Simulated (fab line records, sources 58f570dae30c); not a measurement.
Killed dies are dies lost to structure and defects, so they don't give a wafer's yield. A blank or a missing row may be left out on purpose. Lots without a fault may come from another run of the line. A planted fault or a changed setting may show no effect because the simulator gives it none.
fab line records | flow berkeley_cmos170
record lots=5 wafers=23
route steps=331 shown PWELL@39 ACTIVE@71 SACOX@98 NVT@111 GATE@135 PLDD@148 NLDD@159 PSD@178
start_h: hours from the record's first day to the start of the lot's first wafer shown | wait_h: hours since the lot's step before | " the same as in the row above | L1.1+2: a row that stands for several wafers | - no value, or no start given | * or withheld: withheld | < > ~ a bound
route shown NAME@n: a module of which the file shows steps, and the number in the route of the first | usual: mean/standard deviation of fault-free wafers | same: alike in all rows | chamber/n: place in a boat | sites: the reading at each site | _std_site: their standard deviation | _edge_site: outer sites' mean less inner sites' | radius_mm: how far each site lies from the wafer's centre | mask NAME#n: copy n | behind: the tool/chamber that last shaped the wafer | hold: why the lot was held/for how many hours/how that ended | device: the transistor (n, p or np) that didn't switch | end of line: the same wafers' tests at the end of the route | a step without rows: its recipe alone | killed: dies lost to structure and defects at the first sort, not the wafer's yield | map: a wafer's dies, x killed, . not, _ none there
set.NAME: the setting as run; set.NAME@STEP: as run at that earlier step | model.NAME: the simulator's own value behind a step, which no gauge read
lots whose settings were changed on purpose; a table a step, a row a wafer
## steps
# step UCB170_PWELL_CVD_05
# recipe material=Si3N4 target_thk_nm=220 temp_c=800 precursor=SiH2Cl2/NH3 time_s=3300 pressure_mtorr=200 sih2cl2_flow_sccm=25 nh3_flow_sccm=75
# columns lot.wafer tool chamber start_h wait_h set.sih2cl2_flow_sccm model.Si3N4_of_PWELL_CVD_05.thk_nm
L074.3 lpcvd-02 1 43.90 0.8 25 216.4
L074.4 " 1 " " 25 219.5
L074.5 " 1 " " 25 218.9
L077.2 - - - 0.0 28.25 226.7
L077.3 " - " " 28.25 224.8
L077.4 " - " " 28.25 226
L077.5 " - " " 28.25 226.4
L077.6 " - " " 28.25 228.1
L081.1 - - - 0.0 27.71 225.3
L081.2 " - " " 27.71 227.4
L081.3 " - " " 27.71 225.5
L081.4 " - " " 27.71 226.7
L081.6 " - " " 27.71 226.2
L082.1 - - - 0.0 23.57 219.4
L082.2+3 " - " " 23.57 219.1
L082.4 " - " " 23.57 221.4
L082.5 " - " " 23.57 218
L085.1 - - - 0.0 25.94 225.2
L085.2 " - " " 25.94 224.3
L085.3 " - " " 25.94 223.6
L085.4 " - " " 25.94 224.9
L085.6 " - " " 25.94 222.6
# step UCB170_ACTIVE_PEB_11
# recipe peb_temp_c=130 peb_time_s=withheld resist=KrF
# columns lot.wafer tool chamber start_h wait_h set.peb_temp_c
L074.3+4+5 litho_track-03 0 - - 130
L077.2+3+4+5+6 litho_track-03 0 96.79 0.2 130
L081.1+2+3+4+6 litho_track-04 0 132.68 0.1 130
L082.1+4+5 litho_track-03 0 132.92 0.1 128.6
L082.2+3 " 0 " " 130
L085.1+2+4 litho_track-02 0 145.66 0.5 130
L085.3+6 " 0 " " 131.5
# step UCB170_ACTIVE_DEVELOP_12
# recipe developer=TMAH develop_time_s=45 resist=KrF dev_temp_c=21
# step UCB170_ACTIVE_CD_MEAS_13
# recipe target_cd_nm=1200
# usual cd_nm=1199.2/1.3
# columns lot.wafer tool chamber start_h wait_h set.peb_temp_c@ACTIVE_PEB_11 cd_nm
L074.3 cd_sem-02 - 84.37 - 130 1199.0
L074.4 " - " " 130 1198.3
L074.5 " - " " 130 1197.9
L077.2 cd_sem-01 - 97.07 - 130 1200.9
L077.3 " - " " 130 1199.6
L077.4 " - " " 130 1200.4
L077.5 " - " " 130 1198.9
L077.6 " - " " 130 1201.3
L081.1 cd_sem-01 - 132.95 - 130 1197.0
L081.2 " - " " 130 1200.6
L081.3 " - " " 130 1199.1
L081.4 " - " " 130 1199.5
L081.6 " - " " 130 1197.1
L082.1 cd_sem-02 - 133.20 - 128.6 1209.2
L082.2 " - " " 130 1198.5
L082.3 " - " " 130 1198.6
L082.4 " - " " 128.6 1209.5
L082.5 " - " " 128.6 1210.3
L085.1 cd_sem-02 - 145.94 - 130 1200.5
L085.2 " - " " 130 1199.7
L085.3 " - " " 131.5 1189.9
L085.4 " - " " 130 1199.5
L085.6 " - " " 131.5 1192.0
# step UCB170_ACTIVE_ETCH_15
# recipe chemistry=CH3F/Ar/O2 target=Si3N4 stop_on=SiO2 CH3F_flow_sccm=20 Ar_flow_sccm=50 O2_flow_sccm=7 pressure_mtorr=50 rf_w=450 target_depth_a=2420 over_etch_frac=0.1 time_s=151
# columns lot.wafer tool chamber start_h wait_h set.peb_temp_c@ACTIVE_PEB_11 model.ACTIVE.cd_nm
L074.3 rie_diel-03 1 84.48 0.0 130 1199
L074.4+5 " 3,1 " " 130 1198
L077.2+4 rie_diel-02 3,1 97.20 0.0 130 1201
L077.3+5 " 0,2 " " 130 1199
L077.6 " 3 " " 130 1202
L081.1 rie_diel-03 2 133.11 0.0 130 1197
L081.2 " 1 " " 130 1201
L081.3 " 3 " " 130 1199
L081.4 " 0 " " 130 -
L081.6 " 1 " " 130 1198
L082.1 rie_diel-04 3 133.35 0.0 128.6 1209
L082.2+3 " 1,0 " " 130 1198
L082.4+5 " 2,3 " " 128.6 1210
L085.1 rie_diel-04 0 146.10 0.0 130 1201
L085.2+4 " 2,1 " " 130 1199
L085.3 " 3 " " 131.5 1190
L085.6 " 2 " " 131.5 1192
# step UCB170_ACTIVE_STRIP_16
# recipe chemistry=O2 power_w=400 pressure_mtorr=3500 platen_temp_c=withheld o2_flow_sccm=400 overash_fraction=0.5
# step UCB170_ACTIVE_CD_MEAS_90
# recipe target_cd_nm=1200
# usual cd_nm=1199.2/1.3
# columns lot.wafer tool chamber start_h wait_h set.peb_temp_c@ACTIVE_PEB_11 cd_nm
L074.3 cd_sem-01 - 85.28 0.6 130 1199.3
L074.4 " - " " 130 1197.4
L074.5 " - " " 130 1198.2
L077.2 cd_sem-02 - 97.43 0.1 130 1201.6
L077.3 " - " " 130 1199.0
L077.4 " - " " 130 1200.6
L077.5 " - " " 130 1199.3
L077.6 " - " " 130 1201.2
L081.1 cd_sem-01 - 133.31 0.1 130 1196.8
L081.2 " - " " 130 1201.1
L081.3 " - " " 130 1198.7
L081.4 " - " " 130 1199.6
L081.6 " - " " 130 1197.9
L082.1 cd_sem-02 - 133.55 0.1 128.6 1209.0
L082.2 " - " " 130 1198.0
L082.3 " - " " 130 1198.4
L082.4 " - " " 128.6 1209.6
L082.5 " - " " 128.6 1210.1
L085.1 cd_sem-01 - 146.30 0.1 130 1200.7
L085.2 " - " " 130 1199.3
L085.3 " - " " 131.5 1189.8
L085.4 " - " " 130 1199.9
L085.6 " - " " 131.5 1191.8
# step UCB170_SACOX_OXIDATION_01
# recipe temp_c=900 ambient=O2 target_thk_a=144 ox_time_s=2400
# columns lot.wafer tool chamber start_h wait_h set.ox_time_s model.SiO2_of_SACOX_OXIDATION_01.thk_nm
L074.3 furnace-04 0 108.33 3.4 2400 14.88
L074.4 " 0 " " 2400 15.12
L074.5 " 0 " " 2400 14.84
L077.2 - - - 6.6 2562 14.95
L077.3 " - " " 2562 15.11
L077.4 " - " " 2562 15.01
L077.5 " - " " 2562 14.94
L077.6 " - " " 2562 14.78
L081.1 - - - 3.9 2692 15.47
L081.2 " - " " 2692 15.48
L081.3 " - " " 2692 15.59
L081.4 " - " " 2692 15.88
L081.6 " - " " 2692 15.66
L082.1 - - - 3.9 2591 15.31
L082.2+5 " - " " 2591 15.18
L082.3 " - " " 2591 15.32
L082.4 " - " " 2591 15.36
L085.1 - - - 3.9 2400 14.36
L085.2 " - " " 2400 14.45
L085.3 " - " " 2400 14.55
L085.4 " - " " 2400 14.41
L085.6 " - " " 2400 14.5
# step UCB170_NVT_IMPLANT_07
# recipe species=BF2 dose_cm2=3e+12 energy_kev=50 tilt_deg=7
# columns lot.wafer tool chamber start_h wait_h set.energy_kev model.implant.rp_nm model.implant.drp_nm
L074.3+4+5 implanter-03 0 124.12 0.1 50 37.01 18.57
L077.2+3+6 implanter-03 0 140.66 0.0 48.97 36.59 18.29
L077.4+5 " 0 " " 50 37.35 18.57
L081.1+2+6 implanter-01 0 176.89 0.0 50 36.4 18.57
L081.3+4 " 0 " " 47.78 34.8 17.98
L082.1+3 implanter-02 0 177.16 0.0 47.53 35.77 17.91
L082.2+4+5 " 0 " " 50 37.6 18.57
L085.1+2 implanter-02 0 183.52 0.0 51.26 37.51 18.91
L085.3+4+6 " 0 " " 50 36.59 18.57
# step UCB170_GATE_EXPOSE_09
# recipe mask_id=POLY target_cd_nm=350 na=0.5 sigma_outer=0.6 source_shape=conventional dose_mj=21
# columns lot.wafer tool chamber start_h wait_h mask set.dose_mj
L074.3+4+5 krf_scanner-01 0 142.85 - POLY#0 21
L077.2+5+6 krf_scanner-02 0 155.78 - POLY#0 20.15
L077.3+4 " 0 " " POLY#0 21
L082.1+2+3 krf_scanner-01 0 199.08 - POLY#0 21
L082.4+5 " 0 " " POLY#0 20.32
L081.1+2+3+4+6 krf_scanner-02 0 199.43 - POLY#0 21
L085.1+3 krf_scanner-02 0 204.07 - POLY#0 21
L085.2+4+6 " 0 " " POLY#0 21.55
# step UCB170_GATE_PEB_10
# recipe peb_temp_c=130 peb_time_s=withheld resist=KrF
# step UCB170_GATE_DEVELOP_11
# recipe developer=TMAH develop_time_s=45 resist=KrF dev_temp_c=21
# step UCB170_GATE_CD_MEAS_12
# recipe target_cd_nm=350
# usual cd_nm=350.3/1.2
# columns lot.wafer tool chamber start_h wait_h set.dose_mj@GATE_EXPOSE_09 cd_nm
L074.3 cd_sem-01 - 143.53 - 21 351.6
L074.4 " - " " 21 351.9
L074.5 " - " " 21 352.2
L077.2 cd_sem-02 - 156.48 - 20.15 357.5
L077.3 " - " " 21 348.8
L077.4 " - " " 21 348.3
L077.5 " - " " 20.15 356.1
L077.6 " - " " 20.15 357.1
L082.1 cd_sem-02 - 199.48 - 21 349.3
L082.2 " - " " 21 347.7
L082.3 " - " " 21 348.6
L082.4 " - " " 20.32 354.2
L082.5 " - " " 20.32 353.8
L081.1 cd_sem-01 - 199.82 - 21 349.9
L081.2 " - " " 21 349.9
L081.3 " - " " 21 348.6
L081.4 " - " " 21 348.1
L081.6 " - " " 21 349.3
L085.1 cd_sem-01 - 204.62 - 21 350.8
L085.2 " - " " 21.55 346.2
L085.3 " - " " 21 351.6
L085.4 " - " " 21.55 347.6
L085.6 " - " " 21.55 345.7
# step UCB170_GATE_ETCH_14
# recipe chemistry=N2/H2 target_depth_a=withheld overetch_a=withheld target=BARC time_s=withheld source_w=500 bias_w=100 pressure_mtorr=30 n2_flow_sccm=100 h2_flow_sccm=200
# step UCB170_GATE_ETCH_15
# recipe chemistry=HBr/Cl2 target=poly-Si stop_on=SiO2 over_etch_frac=0.3 icp_w=300 bias_w=150 time_s=56.3 pressure_mtorr=15 HBr_flow_sccm=150 Cl2_flow_sccm=50 target_depth_a=2782
# columns lot.wafer tool chamber start_h wait_h set.dose_mj@GATE_EXPOSE_09 model.GATE.cd_nm
L074.3 rie_si-02 3 143.69 - 21 351.1
L074.4 " 1 " " 21 351.7
L074.5 " 3 " " 21 351.3
L077.2 rie_si-01 2 156.66 - 20.15 356.9
L077.3 " 3 " " 21 348.2
L077.4 " 0 " " 21 348.1
L077.5 " 3 " " 20.15 355.4
L077.6 " 2 " " 20.15 357.3
L082.1 rie_si-01 1 199.67 - 21 348.6
L082.2 " 0 " " 21 347
L082.3 " 2 " " 21 348.3
L082.4 " 3 " " 20.32 352.6
L082.5 " 3 " " 20.32 354.1
L081.1 rie_si-02 1 200.02 - 21 349.6
L081.2 " 2 " " 21 348.8
L081.3 " 0 " " 21 348.4
L081.4 " 0 " " 21 347.4
L081.6 " 1 " " 21 348.7
L085.1 rie_si-01 1 204.81 - 21 350.4
L085.2 " 0 " " 21.55 345.9
L085.3 " 2 " " 21 351.5
L085.4 " 3 " " 21.55 347.3
L085.6 " 0 " " 21.55 345.6
# step UCB170_GATE_STRIP_16
# recipe chemistry=O2 power_w=400 pressure_mtorr=3500 platen_temp_c=withheld o2_flow_sccm=400 overash_fraction=0.5
# step UCB170_GATE_CD_MEAS_90
# recipe target_cd_nm=350
# usual cd_nm=349.8/1.4
# columns lot.wafer tool chamber start_h wait_h set.dose_mj@GATE_EXPOSE_09 cd_nm
L074.3 cd_sem-02 - 144.07 0.3 21 351.2
L074.4 " - " " 21 351.6
L074.5 " - " " 21 351.2
L077.2 cd_sem-01 - 156.83 0.1 20.15 357.0
L077.3 " - " " 21 348.2
L077.4 " - " " 21 348.3
L077.5 " - " " 20.15 355.4
L077.6 " - " " 20.15 356.9
L082.1 cd_sem-02 - 199.82 0.1 21 348.8
L082.2 " - " " 21 347.2
L082.3 " - " " 21 348.5
L082.4 " - " " 20.32 352.4
L082.5 " - " " 20.32 354.4
L081.1 cd_sem-02 - 200.17 0.1 21 349.1
L081.2 " - " " 21 348.6
L081.3 " - " " 21 348.8
L081.4 " - " " 21 347.1
L081.6 " - " " 21 348.7
L085.1 cd_sem-01 - 204.96 0.1 21 350.7
L085.2 " - " " 21.55 345.9
L085.3 " - " " 21 351.8
L085.4 " - " " 21.55 347.1
L085.6 " - " " 21.55 345.4
# step UCB170_PLDD_EXPOSE_03
# recipe mask_id=PSELECT na=0.5 sigma_outer=0.6 source_shape=conventional target_cd_nm=1200 dose_mj=30
# columns lot.wafer tool chamber start_h wait_h mask set.dose_mj
L074.3+4+5 krf_scanner-02 0 145.25 0.1 PSELECT#0 30
L077.2+3+4+5+6 krf_scanner-01 0 158.24 0.1 PSELECT#0 30
L082.1+3+4 krf_scanner-02 0 200.69 0.2 PSELECT#0 30
L082.2+5 " 0 " " PSELECT#0 28.58
L081.1+2+4 krf_scanner-01 0 201.04 0.2 PSELECT#0 30
L081.3+6 " 0 " " PSELECT#0 28.03
L085.1+2+4 krf_scanner-02 0 207.30 0.2 PSELECT#0 31.45
L085.3+6 " 0 " " PSELECT#0 30
# step UCB170_PLDD_PEB_04
# recipe peb_temp_c=130 peb_time_s=withheld resist=KrF
# step UCB170_PLDD_DEVELOP_05
# recipe developer=TMAH develop_time_s=45 resist=KrF dev_temp_c=21
# step UCB170_PLDD_CD_MEAS_06
# recipe target_cd_nm=1200
# usual cd_nm=1199.7/1.2
# columns lot.wafer tool chamber start_h wait_h set.dose_mj@PLDD_EXPOSE_03 cd_nm
L074.3 cd_sem-02 - 146.10 - 30 1199.4
L074.4 " - " " 30 1199.7
L074.5 " - " " 30 1200.8
L077.2 cd_sem-01 - 159.08 - 30 1199.3
L077.3 " - " " 30 1200.6
L077.4 " - " " 30 1197.7
L077.5 " - " " 30 1200.1
L077.6 " - " " 30 1200.3
L082.1 cd_sem-02 - 201.08 - 30 1199.8
L082.2 " - " " 28.58 1191.3
L082.3 " - " " 30 1199.3
L082.4 " - " " 30 1199.8
L082.5 " - " " 28.58 1190.7
L081.1 cd_sem-01 - 201.43 - 30 1198.9
L081.2 " - " " 30 1198.0
L081.3 " - " " 28.03 1186.9
L081.4 " - " " 30 1198.6
L081.6 " - " " 28.03 1186.9
L085.1 cd_sem-02 - 207.90 - 31.45 1210.7
L085.2 " - " " 31.45 1210.7
L085.3 " - " " 30 1200.9
L085.4 " - " " 31.45 1211.5
L085.6 " - " " 30 1202.4
# step UCB170_NLDD_COAT_01
# recipe resist=KrF spin_rpm=1500 resist_thk_nm=900
# columns lot.wafer tool chamber start_h wait_h set.spin_rpm model.KrF_of_NLDD_COAT_01.thk_nm
L074.3 litho_track-04 0 147.38 0.1 1500 901.9
L074.4 " 0 " " 1500 897.5
L074.5 " 0 " " 1500 900.7
L077.2 litho_track-04 0 160.64 0.1 1434 921.8
L077.3 " 0 " " 1500 898.4
L077.4 " 0 " " 1500 899.8
L077.5 " 0 " " 1500 901.4
L077.6 " 0 " " 1434 920
L082.1 litho_track-03 0 202.03 0.1 1500 903.7
L082.2 " 0 " " 1500 902.9
L082.3 " 0 " " 1575 884
L082.4 " 0 " " 1500 904.5
L082.5 " 0 " " 1575 881.4
L081.1 litho_track-01 0 202.38 0.1 1500 897
L081.2 " 0 " " 1402 931
L081.3 " 0 " " 1402 931.6
L081.4 " 0 " " 1500 898.7
L081.6 " 0 " " 1500 900.1
L085.1 litho_track-03 0 208.84 0.1 1500 905.5
L085.2 " 0 " " 1594 876.4
L085.3 " 0 " " 1594 876.6
L085.4 " 0 " " 1500 903.3
L085.6 " 0 " " 1594 877.7
# step UCB170_NLDD_DEVELOP_05
# recipe developer=TMAH develop_time_s=45 resist=KrF dev_temp_c=21
# columns lot.wafer tool chamber start_h wait_h set.dev_temp_c
L074.3+4+5 litho_track-01 0 - - 21
L077.2+5 litho_track-03 0 - - 23.62
L077.3+4+6 " 0 " " 21
L082.1+2+3+4+5 litho_track-01 0 - - 21
L081.1+2+3+4+6 litho_track-04 0 - - 21
L085.1+3+6 litho_track-03 0 - - 23.98
L085.2+4 " 0 " " 21
# step UCB170_NLDD_IMPLANT_08
# recipe species=As dose_cm2=5e+13 energy_kev=30 tilt_deg=7 rotation_deg=0
# step UCB170_NLDD_IMPLANT_09
# recipe species=As dose_cm2=5e+13 energy_kev=30 tilt_deg=7 rotation_deg=180
# step UCB170_NLDD_STRIP_10
# recipe chemistry=O2 power_w=400 pressure_mtorr=3500 platen_temp_c=withheld o2_flow_sccm=400 overash_fraction=0.5
# usual strip_time_to_endpoint_s=21.63/0.08
# columns lot.wafer tool chamber start_h wait_h set.spin_rpm@NLDD_COAT_01 strip_time_to_endpoint_s
L074.3 plasma_asher-03 1 148.82 0.1 1500 21.67
L074.4 " 0 " " 1500 21.55
L074.5 " 1 " " 1500 21.63
L077.2 plasma_asher-02 1 161.82 0.1 1434 22.14
L077.3 " 1 " " 1500 21.58
L077.4 " 0 " " 1500 21.63
L077.5 " 0 " " 1500 21.66
L077.6 " 1 " " 1434 22.09
L082.1 plasma_asher-04 0 203.41 0.1 1500 21.73
L082.2 " 1 " " 1500 21.69
L082.3 " 1 " " 1575 21.24
L082.4 " 0 " " 1500 21.76
L082.5 " 0 " " 1575 21.19
L081.1 plasma_asher-02 0 203.65 0.1 1500 21.54
L081.2 " 1 " " 1402 22.36
L081.3 " 0 " " 1402 22.38
L081.4 " 1 " " 1500 21.60
L081.6 " 1 " " 1500 21.62
L085.1 plasma_asher-02 0 210.77 0.1 1500 21.76
L085.2 " 1 " " 1594 21.06
L085.3 " 0 " " 1594 21.08
L085.4 " 1 " " 1500 21.70
L085.6 " 0 " " 1594 21.08
# step UCB170_PSD_EXPOSE_03
# recipe mask_id=PSELECT_MOD na=0.5 sigma_outer=0.6 source_shape=conventional target_cd_nm=1200 dose_mj=30
# columns lot.wafer tool chamber start_h wait_h mask set.dose_mj
L074.3+4+5 krf_scanner-01 0 154.71 0.3 PSELECT_MOD#0 30
L077.2+4 krf_scanner-01 0 171.04 0.1 PSELECT_MOD#0 30
L077.3+5+6 " 0 " " PSELECT_MOD#0 27.94
L081.1+3+4 krf_scanner-01 0 208.55 0.2 PSELECT_MOD#0 30
L081.2+6 " 0 " " PSELECT_MOD#0 28.23
L082.1+5 krf_scanner-02 0 208.79 0.3 PSELECT_MOD#0 29.38
L082.2+3+4 " 0 " " PSELECT_MOD#0 30
L085.1+2+3+4+6 krf_scanner-01 0 216.53 0.2 PSELECT_MOD#0 30
# step UCB170_PSD_PEB_04
# recipe peb_temp_c=130 peb_time_s=withheld resist=KrF
# step UCB170_PSD_DEVELOP_05
# recipe developer=TMAH develop_time_s=45 resist=KrF dev_temp_c=21
# step UCB170_PSD_CD_MEAS_06
# recipe target_cd_nm=1200
# usual cd_nm=1200.0/1.2
# columns lot.wafer tool chamber start_h wait_h set.dose_mj@PSD_EXPOSE_03 cd_nm
L074.3 cd_sem-02 - 155.41 - 30 1198.1
L074.4 " - " " 30 1199.4
L074.5 " - " " 30 1198.3
L077.2 cd_sem-01 - 171.43 - 30 1203.5
L077.3 " - " " 27.94 1190.1
L077.4 " - " " 30 1201.9
L077.5 " - " " 27.94 1187.8
L077.6 " - " " 27.94 1188.8
L081.1 cd_sem-01 - 208.94 - 30 1199.5
L081.2 " - " " 28.23 1190.3
L081.3 " - " " 30 1200.8
L081.4 " - " " 30 1200.8
L081.6 " - " " 28.23 1189.7
L082.1 cd_sem-02 - 209.50 - 29.38 1195.4
L082.2 " - " " 30 1198.5
L082.3 " - " " 30 1199.1
L082.4 " - " " 30 1197.9
L082.5 " - " " 29.38 1195.3
L085.1 cd_sem-01 - 217.13 - 30 1199.9
L085.2 " - " " 30 1200.9
L085.3 " - " " 30 1200.9
L085.4 " - " " 30 1202.0
L085.6 " - " " 30 1199.4
## key
split step=UCB170_PWELL_CVD_05 setting=sih2cl2_flow_sccm stated=25 by=lot
response step=UCB170_PWELL_CVD_05 reading=model.Si3N4_of_PWELL_CVD_05.thk_nm change=+0.426 per=1% r=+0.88
split step=UCB170_ACTIVE_PEB_11 setting=peb_temp_c stated=130 by=wafer
response step=UCB170_ACTIVE_CD_MEAS_13 reading=cd_nm change=-8.93 per=1% r=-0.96
response step=UCB170_ACTIVE_ETCH_15 reading=model.ACTIVE.cd_nm change=-8.98 per=1% r=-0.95
response step=UCB170_ACTIVE_CD_MEAS_90 reading=cd_nm change=-9.15 per=1% r=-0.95
split step=UCB170_SACOX_OXIDATION_01 setting=ox_time_s stated=2400 by=lot
response step=UCB170_SACOX_OXIDATION_01 reading=model.SiO2_of_SACOX_OXIDATION_01.thk_nm change=+0.0778 per=1% r=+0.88
split step=UCB170_NVT_IMPLANT_07 setting=energy_kev stated=50 by=wafer
response step=UCB170_NVT_IMPLANT_07 reading=model.implant.rp_nm change=+0.366 per=1% r=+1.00
response step=UCB170_NVT_IMPLANT_07 reading=model.implant.drp_nm change=+0.134 per=1% r=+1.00
split step=UCB170_GATE_EXPOSE_09 setting=dose_mj stated=21 by=wafer
response step=UCB170_GATE_CD_MEAS_12 reading=cd_nm change=-1.89 per=1% r=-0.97
response step=UCB170_GATE_ETCH_15 reading=model.GATE.cd_nm change=-1.89 per=1% r=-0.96
response step=UCB170_GATE_CD_MEAS_90 reading=cd_nm change=-1.88 per=1% r=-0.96
split step=UCB170_PLDD_EXPOSE_03 setting=dose_mj stated=30 by=wafer
response step=UCB170_PLDD_CD_MEAS_06 reading=cd_nm change=+1.83 per=1% r=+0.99
split step=UCB170_NLDD_COAT_01 setting=spin_rpm stated=1500 by=wafer
response step=UCB170_NLDD_COAT_01 reading=model.KrF_of_NLDD_COAT_01.thk_nm change=-4.62 per=1% r=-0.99
response step=UCB170_NLDD_STRIP_10 reading=strip_time_to_endpoint_s change=* per=1% r=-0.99
split step=UCB170_NLDD_DEVELOP_05 setting=dev_temp_c stated=21 by=wafer
response none clear
split step=UCB170_PSD_EXPOSE_03 setting=dose_mj stated=30 by=wafer
response step=UCB170_PSD_CD_MEAS_06 reading=cd_nm change=+1.88 per=1% r=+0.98
